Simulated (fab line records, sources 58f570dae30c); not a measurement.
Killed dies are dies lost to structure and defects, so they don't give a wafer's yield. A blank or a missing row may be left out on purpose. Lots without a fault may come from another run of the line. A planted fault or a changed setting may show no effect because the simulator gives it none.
fab line records | flow berkeley_cmos170
record lots=14 wafers=42 last_day=11
route steps=331 shown GATE@134
lots that met no fault: from a run of the same line without faults
start_h: hours from the record's first day to the start of the lot's first wafer shown | wait_h: hours since the lot's step before | " the same as in the row above | L1.1+2: a row that stands for several wafers | - no value, or no start given | * or withheld: withheld | < > ~ a bound
route shown NAME@n: a module of which the file shows steps, and the number in the route of the first | usual: mean/standard deviation of fault-free wafers | same: alike in all rows | chamber/n: place in a boat | sites: the reading at each site | _std_site: their standard deviation | _edge_site: outer sites' mean less inner sites' | radius_mm: how far each site lies from the wafer's centre | mask NAME#n: copy n | behind: the tool/chamber that last shaped the wafer | hold: why the lot was held/for how many hours/how that ended | device: the transistor (n, p or np) that didn't switch | end of line: the same wafers' tests at the end of the route | a step without rows: its recipe alone | killed: dies lost to structure and defects at the first sort, not the wafer's yield | map: a wafer's dies, x killed, . not, _ none there
set.NAME: the setting as run; set.NAME@STEP: as run at that earlier step | model.NAME: the simulator's own value behind a step, which no gauge read
steps of the route over a sample of lots; a table a step, a row a wafer
## steps
# step UCB170_GATE_SOFTBAKE_08
# recipe resist=KrF temp_c=130 time_s=60
# usual heater_power_total_W=56.80/0.043 plate_temp_C=129.99/0.14
# columns lot.wafer tool chamber start_h wait_h heater_power_total_W plate_temp_C
L709.3 litho_track-03 0 116 - 56.80 129.97
L709.4 " 0 " " 56.75 129.93
L709.6 " 0 " " 56.80 129.74
L708.2 litho_track-01 0 121 - 56.81 129.93
L708.4 " 0 122 - 56.78 130.13
L708.6 " 0 " " 56.86 130.01
L711.3 litho_track-01 0 130 - 56.83 130.06
L711.4 " 0 " " 56.83 129.91
L711.5 " 0 " " 56.80 129.97
L710.2 litho_track-04 0 130 - 56.79 130.26
L710.4 " 0 " " 56.83 130.04
L710.6 " 0 " " 56.82 130.08
L716.1 litho_track-04 0 148 - 56.79 129.96
L716.4 " 0 " " 56.80 129.96
L716.5 " 0 " " 56.86 129.98
L712.2 litho_track-01 0 149 - 56.76 129.75
L712.3 " 0 " " 56.80 130.03
L712.6 " 0 " " 56.82 129.99
L719.2 litho_track-04 0 162 - 58.99 133.71
L719.5 " 0 " " 59.01 133.90
L719.6 " 0 " " 58.93 133.86
L720.3 litho_track-04 0 168 - 59.01 133.73
L720.4 " 0 " " 59.03 133.76
L720.5 " 0 " " 58.93 133.75
L721.2 litho_track-01 0 168 - 56.76 130.24
L721.3 " 0 " " 56.85 130.11
L721.5 " 0 " " 56.80 130.03
L725.2 litho_track-01 0 194 - 56.81 129.93
L725.3 " 0 " " 56.86 129.81
L725.5 " 0 " " 56.70 129.73
L726.1 litho_track-01 0 195 - 56.82 130.02
L726.2 " 0 " " 56.83 129.98
L726.4 " 0 " " 56.87 130.09
L724.1 litho_track-03 0 195 - 56.84 129.98
L724.4 " 0 " " 56.81 130.26
L724.6 " 0 " " 56.80 130.00
L729.1 litho_track-01 0 222 - 56.80 130.01
L729.2 " 0 " " 56.84 130.12
L729.3 " 0 " " 56.77 130.00
L730.3 litho_track-03 0 222 - 56.76 130.05
L730.4 " 0 " " 56.80 130.09
L730.5 " 0 " " 56.89 130.18
# step UCB170_GATE_CD_MEAS_12
# recipe target_cd_nm=350
# usual cd_nm=350.2/1.3
# columns lot.wafer tool chamber start_h wait_h cd_nm
L709.3 cd_sem-01 - 118.26 - 351.0
L709.4 " - " " 349.9
L709.6 " - " " 350.9
L708.2 cd_sem-01 - 123.29 - 351.9
L708.4 " - " " 351.6
L708.6 " - " " 350.3
L711.3 cd_sem-02 - 130.77 - 349.8
L711.4 " - " " 349.7
L711.5 " - " " 349.3
L710.2 cd_sem-01 - 130.84 - 349.7
L710.4 " - " " 350.8
L710.6 " - " " 350.2
L716.1 cd_sem-02 - 149.69 - 350.3
L716.4 " - " " 350.7
L716.5 " - " " 351.1
L712.2 cd_sem-01 - 150.30 - 349.2
L712.3 " - " " 347.9
L712.6 " - " " 348.5
L719.2 cd_sem-02 - 162.75 - 337.1
L719.5 " - " " 336.7
L719.6 " - " " 337.6
L720.3 cd_sem-02 - 169.16 - 341.1
L720.4 " - " " 340.7
L720.5 " - " " 341.0
L721.2 cd_sem-02 - 169.40 - 351.8
L721.3 " - " " 350.4
L721.5 " - " " 350.4
L725.2 cd_sem-01 - 195.83 - 349.1
L725.3 " - " " 349.2
L725.5 " - " " 350.7
L726.1 cd_sem-01 - 196.41 - 351.5
L726.2 " - " " 351.0
L726.4 " - " " 350.9
L724.1 cd_sem-01 - 196.77 - 351.8
L724.4 " - " " 350.1
L724.6 " - " " 350.3
L730.3 cd_sem-02 - 223.67 - 351.6
L730.4 " - " " 351.4
L730.5 " - " " 351.1
L729.1 cd_sem-01 - 223.71 - 350.4
L729.2 " - " " 349.8
L729.3 " - " " 349.8
## key
first_sign step=UCB170_GATE_SOFTBAKE_08 reading=heater_power_total_W direction=up sigmas=50 usual=56.80 struck=58.98
effect step=UCB170_GATE_SOFTBAKE_08 reading=plate_temp_C direction=up sigmas=28 usual=* struck=*
effect step=UCB170_GATE_CD_MEAS_12 reading=cd_nm direction=down sigmas=8.5 usual=350.2 struck=339.1 through=control_loop
met_at UCB170_GATE_SOFTBAKE_08
struck_lots L719,L720
tester_left_out L719,L720
loop_trim step=UCB170_GATE_EXPOSE_09 setting=dose lots=L720
onset_between 148 162
fault kind=process_parameter_drift tool=litho_track-04 chamber=- onset_h=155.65 steps=UCB170_GATE_SOFTBAKE_08 channel=temp_c offset=* shape=step end_h=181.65 acts_in=* stated=*
# tester_left_out: of these lots the tester's yield and bins aren't shown, on N5 and GAA mostly nor the transistor test; their killed dies are dies lost to structure and defects alone, not to doping, threshold or leakage, so they don't give the yield
# loop_trim: a control loop set the setting to another value than it would have without faults
